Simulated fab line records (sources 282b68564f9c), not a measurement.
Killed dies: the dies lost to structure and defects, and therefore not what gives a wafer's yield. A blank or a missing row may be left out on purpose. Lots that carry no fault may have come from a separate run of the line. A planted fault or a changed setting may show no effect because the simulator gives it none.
fab line records ; flow ritCmos
record: lots: 15; wafers: 45; lastDay: 7
route steps=202 shown NRETRO@63 PRETRO@73 NSD@140 PSD@152 SILICIDE@165
lots that met no fault: from a run of the same line without faults
startH: start of the lot's first displayed wafer, in hours after the record's first day ; waitH: time in hours since the lot's previous step ; " identical to the entry in the row above ; L1.1+2: several wafers, shown together as one row ; - either no value or no given start ; * or withheld: withheld ; < > ~ a bound
route shown NAME@n: a module of which the file shows steps, and the number in the route of the first ; usual: average and standard deviation across the fault-free wafers ; same: alike in all rows ; chamber/n: place in a boat ; sites: readings site by site ; _std_site: their standard deviation ; _edge_site: the outer-site mean with the inner-site mean subtracted ; radiusMm: for every site, how far away it sits from the centre of the wafer ; mask NAME#n: copy n ; behind: tool/chamber where the wafer was last shaped ; hold: what put the lot on hold/how long, in hours/how the hold closed ; device: the transistor (n, p or np) that didn't switch ; end of line: the route-end tests of the same wafers ; where a step has no rows: the recipe by itself ; killed: dies that structure and defects cost at the first sort, which is not the same as the wafer's yield ; map: a wafer's dies, x killed, . not, _ none there
set.NAME: setting as actually run; set.NAME@STEP: the setting as run at that earlier step ; model.NAME: the simulator's own value behind a step, which no gauge read
route steps across a sampled set of lots; one table per step, one row per wafer
services: from which hour (startH, from the record's first day; less than 0 if before it) a tool's chamber was out of use, for how many hours, and why
== steps ==
step: RIT_NRETRO_TW_MEAS_10
usual: NRETRO_TW: 1049/11
lot.wafer;tool;chamber;startH;waitH;NRETRO_TW
L558.2;filmMetro-01;-;32.17;0.1;1048
L558.3;filmMetro-01;-;32.17;0.1;1052
L558.6;filmMetro-01;-;32.17;0.1;1050
L559.3;filmMetro-03;-;38.13;0.1;1036
L559.4;filmMetro-03;-;38.13;0.1;1037
L559.5;filmMetro-03;-;38.13;0.1;1039
L561.2;filmMetro-03;-;53.30;0.1;1043
L561.3;filmMetro-03;-;53.30;0.1;1046
L561.4;filmMetro-03;-;53.30;0.1;1046
L562.1;filmMetro-03;-;58.38;0.1;1043
L562.3;filmMetro-03;-;58.38;0.1;1049
L562.5;filmMetro-03;-;58.38;0.1;1049
L563.3;filmMetro-01;-;59.00;0.1;1048
L563.4;filmMetro-01;-;59.00;0.1;1046
L563.6;filmMetro-01;-;59.00;0.1;1048
L564.1;filmMetro-02;-;64.48;0.1;1063
L564.2;filmMetro-02;-;64.48;0.1;1069
L564.3;filmMetro-02;-;64.48;0.1;1068
L565.1;filmMetro-03;-;66.57;0.1;1046
L565.4;filmMetro-03;-;66.57;0.1;1041
L565.6;filmMetro-03;-;66.57;0.1;1047
L572.1;filmMetro-03;-;99.93;0.1;1038
L572.2;filmMetro-03;-;99.93;0.1;1043
L572.3;filmMetro-03;-;99.93;0.1;1041
L573.1;filmMetro-02;-;105.86;0.1;1071
L573.3;filmMetro-02;-;105.86;0.1;1077
L573.5;filmMetro-02;-;105.86;0.1;1074
L574.1;filmMetro-01;-;110.63;0.1;1053
L574.2;filmMetro-01;-;110.63;0.1;1050
L574.5;filmMetro-01;-;110.63;0.1;1050
L575.4;filmMetro-01;-;115.40;0.1;1052
L575.5;filmMetro-01;-;115.40;0.1;1058
L575.6;filmMetro-01;-;115.40;0.1;1048
L576.1;filmMetro-01;-;121.21;0.1;1052
L576.3;filmMetro-01;-;121.21;0.1;1052
L576.6;filmMetro-01;-;121.21;0.1;1061
L577.4;filmMetro-03;-;124.91;0.1;1038
L577.5;filmMetro-03;-;124.91;0.1;1038
L577.6;filmMetro-03;-;124.91;0.1;1034
L579.1;filmMetro-03;-;134.41;0.1;1037
L579.3;filmMetro-03;-;134.41;0.1;1043
L579.6;filmMetro-03;-;134.41;0.1;1032
L580.2;filmMetro-03;-;140.53;0.1;1037
L580.5;filmMetro-03;-;140.53;0.1;1040
L580.6;filmMetro-03;-;140.53;0.1;1040
step: RIT_PRETRO_STRIP_09
recipe: chemistry: O2; timeS: 180; resist: NOVOLAK; platenTempC: withheld; powerW: 500; pressureMtorr: 4000; o2FlowSccm: 4000
usual: chamberPressureMTorr: 4000/3.7; drypumpMotorCurrentA: 5.8/0.62
lot.wafer;tool;chamber;startH;waitH;chamberPressureMTorr;drypumpMotorCurrentA;rfHoursCounterH
L558.2;plasmaAsher-02;0;33.54;0.1;3999;5.3;38
L558.3;plasmaAsher-02;0;33.54;0.1;3997;5.3;-
L558.6;plasmaAsher-02;0;33.54;0.1;3997;5.3;-
L559.3;plasmaAsher-04;0;39.54;0.1;3996;6.6;-
L559.4;plasmaAsher-04;1;39.54;0.1;4004;5.8;-
L559.5;plasmaAsher-04;1;39.54;0.1;3995;5.7;-
L561.2;plasmaAsher-02;1;54.67;0.1;4003;5.0;40
L561.3;plasmaAsher-02;0;54.67;0.1;4004;5.3;-
L561.4;plasmaAsher-02;1;54.67;0.1;3993;5.0;-
L562.1;plasmaAsher-04;0;59.75;0.1;4003;6.6;27
L562.3;plasmaAsher-04;0;59.75;0.1;3995;6.6;-
L562.5;plasmaAsher-04;0;59.75;0.1;4000;6.6;-
L563.3;plasmaAsher-02;1;60.43;0.1;3997;5.0;-
L563.4;plasmaAsher-02;0;60.43;0.1;4006;5.3;-
L563.6;plasmaAsher-02;0;60.43;0.1;4002;5.3;-
L564.1;plasmaAsher-04;1;65.99;0.1;4003;5.7;27
L564.2;plasmaAsher-04;0;65.99;0.1;4000;6.6;27
L564.3;plasmaAsher-04;1;65.99;0.1;4001;5.7;-
L565.1;plasmaAsher-02;1;68.07;0.1;4001;5.0;41
L565.4;plasmaAsher-02;0;68.07;0.1;4002;5.3;-
L565.6;plasmaAsher-02;1;68.07;0.1;4000;5.0;-
L572.1;plasmaAsher-02;0;101.31;0.1;3998;5.3;45
L572.2;plasmaAsher-02;1;101.31;0.1;4001;5.0;45
L572.3;plasmaAsher-02;1;101.31;0.1;3999;5.0;-
L573.1;plasmaAsher-04;0;107.24;0.1;3999;6.6;32
L573.3;plasmaAsher-04;1;107.24;0.1;4003;5.7;-
L573.5;plasmaAsher-04;0;107.24;0.1;3998;6.6;-
L574.1;plasmaAsher-04;1;112.00;0.1;4004;5.8;33
L574.2;plasmaAsher-04;0;112.00;0.1;4002;6.6;33
L574.5;plasmaAsher-04;0;112.00;0.1;3996;6.6;-
L575.4;plasmaAsher-04;1;116.93;0.1;3998;5.7;-
L575.5;plasmaAsher-04;1;116.93;0.1;4000;5.7;-
L575.6;plasmaAsher-04;0;116.93;0.1;4005;6.6;-
L576.1;plasmaAsher-04;0;122.71;0.1;4000;6.6;34
L576.3;plasmaAsher-04;1;122.71;0.1;3998;5.7;-
L576.6;plasmaAsher-04;1;122.71;0.1;4002;5.7;-
L577.4;plasmaAsher-01;1;126.32;0.1;3996;6.3;-
L577.5;plasmaAsher-01;0;126.32;0.1;3998;6.3;-
L577.6;plasmaAsher-01;1;126.32;0.1;3999;6.4;-
L579.1;plasmaAsher-04;0;135.81;0.1;4003;6.6;36
L579.3;plasmaAsher-04;0;135.81;0.1;4000;6.6;-
L579.6;plasmaAsher-04;1;135.81;0.1;3997;5.7;-
L580.2;plasmaAsher-01;0;141.90;0.1;3997;6.3;2
L580.5;plasmaAsher-01;0;141.90;0.1;4003;6.3;-
L580.6;plasmaAsher-01;1;141.90;0.1;3999;6.4;-
step: RIT_NSD_STRIP_09
recipe: chemistry: O2; timeS: 180; resist: NOVOLAK; platenTempC: withheld; powerW: 500; pressureMtorr: 4000; o2FlowSccm: 4000
usual: chamberPressureMTorr: 4000/3.8; drypumpMotorCurrentA: 5.9/0.6
lot.wafer;tool;chamber;startH;waitH;chamberPressureMTorr;drypumpMotorCurrentA;rfHoursCounterH
L558.2;plasmaAsher-01;1;53.58;0.1;3996;6.3;40
L558.3;plasmaAsher-01;1;53.58;0.1;3998;6.3;-
L558.6;plasmaAsher-01;1;53.58;0.1;4003;6.4;-
L559.3;plasmaAsher-02;0;59.33;0.1;4004;5.3;-
L559.4;plasmaAsher-02;1;59.33;0.1;3997;5.0;-
L559.5;plasmaAsher-02;0;59.33;0.1;4001;5.3;-
L561.2;plasmaAsher-04;1;71.46;0.1;3996;5.7;28
L561.3;plasmaAsher-04;0;71.46;0.1;4004;6.6;-
L561.4;plasmaAsher-04;1;71.46;0.1;3999;5.7;-
L562.1;plasmaAsher-01;0;76.06;0.1;4002;6.3;43
L562.3;plasmaAsher-01;1;76.06;0.1;4000;6.4;-
L562.5;plasmaAsher-01;0;76.06;0.1;4000;6.3;-
L563.3;plasmaAsher-01;1;78.59;0.1;-;-;-
L563.4;plasmaAsher-01;0;78.59;0.1;-;-;-
L563.6;plasmaAsher-01;0;78.59;0.1;-;-;-
L564.1;plasmaAsher-02;1;82.33;0.1;-;-;-
L564.2;plasmaAsher-02;0;82.33;0.1;-;-;-
L564.3;plasmaAsher-02;1;82.33;0.1;-;-;-
L565.1;plasmaAsher-04;0;84.05;0.1;-;-;-
L565.4;plasmaAsher-04;1;84.05;0.1;-;-;-
L565.6;plasmaAsher-04;1;84.05;0.1;-;-;-
L572.1;plasmaAsher-02;0;116.54;0.1;3998;5.3;47
L572.2;plasmaAsher-02;1;116.54;0.1;4004;5.0;47
L572.3;plasmaAsher-02;0;116.54;0.1;4003;5.3;-
L573.1;plasmaAsher-02;0;124.34;0.1;4000;5.3;48
L573.3;plasmaAsher-02;1;124.34;0.1;3998;5.0;-
L573.5;plasmaAsher-02;1;124.34;0.1;4005;5.0;-
L574.1;plasmaAsher-01;1;129.00;0.1;3996;6.4;1
L574.2;plasmaAsher-01;0;129.00;0.1;4011;6.3;1
L574.5;plasmaAsher-01;0;129.00;0.1;3997;6.3;-
L575.4;plasmaAsher-04;0;133.28;0.1;3999;6.6;-
L575.5;plasmaAsher-04;1;133.28;0.1;3993;5.7;-
L575.6;plasmaAsher-04;0;133.28;0.1;4001;6.6;-
L576.1;plasmaAsher-04;0;138.67;0.1;4000;6.6;36
L576.3;plasmaAsher-04;1;138.67;0.1;3994;5.7;-
L576.6;plasmaAsher-04;0;138.67;0.1;3994;6.6;-
L577.4;plasmaAsher-04;0;142.18;0.1;3997;6.6;-
L577.5;plasmaAsher-04;0;142.18;0.1;4000;6.6;-
L577.6;plasmaAsher-04;1;142.18;0.1;4004;5.7;-
L579.1;plasmaAsher-02;0;151.40;0.1;3997;5.3;51
L579.3;plasmaAsher-02;1;151.40;0.1;3998;5.0;-
L579.6;plasmaAsher-02;1;151.40;0.1;4003;5.0;-
L580.2;plasmaAsher-02;0;157.13;0.1;3999;5.3;52
L580.5;plasmaAsher-02;1;157.13;0.1;4003;5.0;-
L580.6;plasmaAsher-02;0;157.13;0.1;4006;5.3;-
step: RIT_PSD_TW_MEAS_10
usual: PSD_TW: 3443/42
lot.wafer;tool;chamber;startH;waitH;PSD_TW
L558.2;filmMetro-02;-;55.19;0.1;3483
L558.3;filmMetro-02;-;55.19;0.1;3515
L558.6;filmMetro-02;-;55.19;0.1;3498
L559.3;filmMetro-03;-;61.08;0.1;3414
L559.4;filmMetro-03;-;61.08;0.1;3411
L559.5;filmMetro-03;-;61.08;0.1;3410
L561.2;filmMetro-03;-;73.21;0.1;3407
L561.3;filmMetro-03;-;73.21;0.1;3419
L561.4;filmMetro-03;-;73.21;0.1;3420
L562.1;filmMetro-02;-;78.14;0.1;3494
L562.3;filmMetro-02;-;78.14;0.1;3499
L562.5;filmMetro-02;-;78.14;0.1;3514
L563.3;filmMetro-03;-;80.15;0.1;30
L563.4;filmMetro-03;-;80.15;0.1;30
L563.6;filmMetro-03;-;80.15;0.1;30
L564.1;filmMetro-01;-;84.08;0.1;30
L564.2;filmMetro-01;-;84.08;0.1;30
L564.3;filmMetro-01;-;84.08;0.1;30
L565.1;filmMetro-03;-;86.01;0.1;30
L565.4;filmMetro-03;-;86.01;0.1;30
L565.6;filmMetro-03;-;86.01;0.1;30
L572.1;filmMetro-01;-;118.14;0.1;3433
L572.2;filmMetro-01;-;118.14;0.1;3408
L572.3;filmMetro-01;-;118.14;0.1;3412
L573.1;filmMetro-03;-;125.93;0.1;3373
L573.3;filmMetro-03;-;125.93;0.1;3359
L573.5;filmMetro-03;-;125.93;0.1;3379
L574.1;filmMetro-01;-;130.60;0.1;3413
L574.2;filmMetro-01;-;130.60;0.1;3406
L574.5;filmMetro-01;-;130.60;0.1;3422
L575.4;filmMetro-01;-;134.97;0.1;3443
L575.5;filmMetro-01;-;134.97;0.1;3459
L575.6;filmMetro-01;-;134.97;0.1;3443
L576.1;filmMetro-01;-;140.27;0.1;3436
L576.3;filmMetro-01;-;140.27;0.1;3452
L576.6;filmMetro-01;-;140.27;0.1;3429
L577.4;filmMetro-01;-;143.74;0.1;3435
L577.5;filmMetro-01;-;143.74;0.1;3435
L577.6;filmMetro-01;-;143.74;0.1;3418
L579.1;filmMetro-02;-;153.12;0.1;3509
L579.3;filmMetro-02;-;153.12;0.1;3514
L579.6;filmMetro-02;-;153.12;0.1;3491
L580.2;filmMetro-03;-;158.86;0.1;3394
L580.5;filmMetro-03;-;158.86;0.1;3397
L580.6;filmMetro-03;-;158.86;0.1;3420
step: RIT_SILICIDE_RTA_04
recipe: tempC: 650; timeS: 10; idleTempC: 25; rampUpS: 5; rampDownS: 5; coolToC: 25; ambient: N2
usual: wafer_temp_C_max: 653.8/0.74
lot.wafer;tool;chamber;startH;waitH;wafer_temp_C_max
L558.2;rtpAnneal-01;0;56.55;0.1;653.9
L558.3;rtpAnneal-01;0;56.55;0.1;654.3
L558.6;rtpAnneal-01;0;56.55;0.1;654.9
L559.3;rtpAnneal-02;0;62.39;0.1;654.0
L559.4;rtpAnneal-02;0;62.39;0.1;654.3
L559.5;rtpAnneal-02;0;62.39;0.1;653.3
L561.2;rtpAnneal-02;0;74.69;0.1;652.4
L561.3;rtpAnneal-02;0;74.69;0.1;653.3
L561.4;rtpAnneal-02;0;74.69;0.1;653.3
L562.1;rtpAnneal-01;0;79.46;0.1;652.7
L562.3;rtpAnneal-01;0;79.46;0.1;653.4
L562.5;rtpAnneal-01;0;79.46;0.1;654.6
L572.1;rtpAnneal-01;0;119.45;0.1;653.7
L572.2;rtpAnneal-01;0;119.45;0.1;653.7
L572.3;rtpAnneal-01;0;119.45;0.1;652.6
L573.1;rtpAnneal-02;0;127.24;0.1;654.5
L573.3;rtpAnneal-02;0;127.24;0.1;654.7
L573.5;rtpAnneal-02;0;127.24;0.1;655.4
L574.1;rtpAnneal-01;0;131.96;0.1;653.0
L574.2;rtpAnneal-01;0;131.96;0.1;653.1
L574.5;rtpAnneal-01;0;131.96;0.1;654.0
L575.4;rtpAnneal-02;0;136.28;0.1;654.3
L575.5;rtpAnneal-02;0;136.28;0.1;653.7
L575.6;rtpAnneal-02;0;136.28;0.1;654.2
L576.1;rtpAnneal-01;0;141.58;0.1;654.9
L576.3;rtpAnneal-01;0;141.58;0.1;654.0
L576.6;rtpAnneal-01;0;141.58;0.1;653.7
L577.4;rtpAnneal-02;0;145.06;0.1;654.1
L577.5;rtpAnneal-02;0;145.06;0.1;653.6
L577.6;rtpAnneal-02;0;145.06;0.1;653.7
L579.1;rtpAnneal-02;0;154.45;0.1;653.0
L579.3;rtpAnneal-02;0;154.45;0.1;654.4
L579.6;rtpAnneal-02;0;154.45;0.1;653.2
L580.2;rtpAnneal-01;0;160.17;0.1;654.2
L580.5;rtpAnneal-01;0;160.17;0.1;652.6
L580.6;rtpAnneal-01;0;160.17;0.1;655.1
== services ==
tool;chamber;startH;hours;kind
plasmaAsher-01;-;108.75;9.0;pm
plasmaAsher-01;0;108.75;9.0;ventCycle
plasmaAsher-01;1;108.75;9.0;ventCycle
plasmaAsher-01;0;117.75;-;clean
plasmaAsher-01;1;117.75;-;clean
plasmaAsher-02;-;147.75;0.7;repair
== key ==
firstSign: step: RIT_NSD_STRIP_09; reading: toolRecord; direction: missing
effect: step: RIT_PSD_TW_MEAS_10; reading: PSD_TW; direction: down; sigmas: 80; usual: 3443; struck: 30
metAt RIT_NSD_STRIP_09
struckLots L563,L564,L565
laterRowsLeftOut L563.3,L563.4,L563.6,L564.1,L564.2,L564.3,L565.1,L565.4,L565.6
sortLeftOut L563.3,L563.4,L563.6,L564.1,L564.2,L564.3,L565.1,L565.4,L565.6
testerLeftOut L563,L564,L565
notActingAt RIT_NRETRO_TW_MEAS_10,RIT_PRETRO_STRIP_09,RIT_SILICIDE_RTA_04
onsetBetween 76.06 78.59
fault: kind: skippedStepWhole; tool: plasmaAsher-01,plasmaAsher-02,plasmaAsher-04; chamber: -; onsetH: 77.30; steps: RIT_NSD_STRIP_09; scope: struckLotsOnly
testerLeftOut: of these lots the tester's yield and bins aren't shown, on N5 and GAA mostly nor the transistor test; their killed dies are dies lost to structure and defects alone, not to doping, threshold or leakage, so they don't give the yield
sortLeftOut: the simulated sort isn't trusted on such a fault, so these wafers' sort isn't shown, and their yield isn't known
laterRowsLeftOut: the simulator's readings of these wafers behind a module that went badly wrong aren't trusted and aren't shown, but for the sort
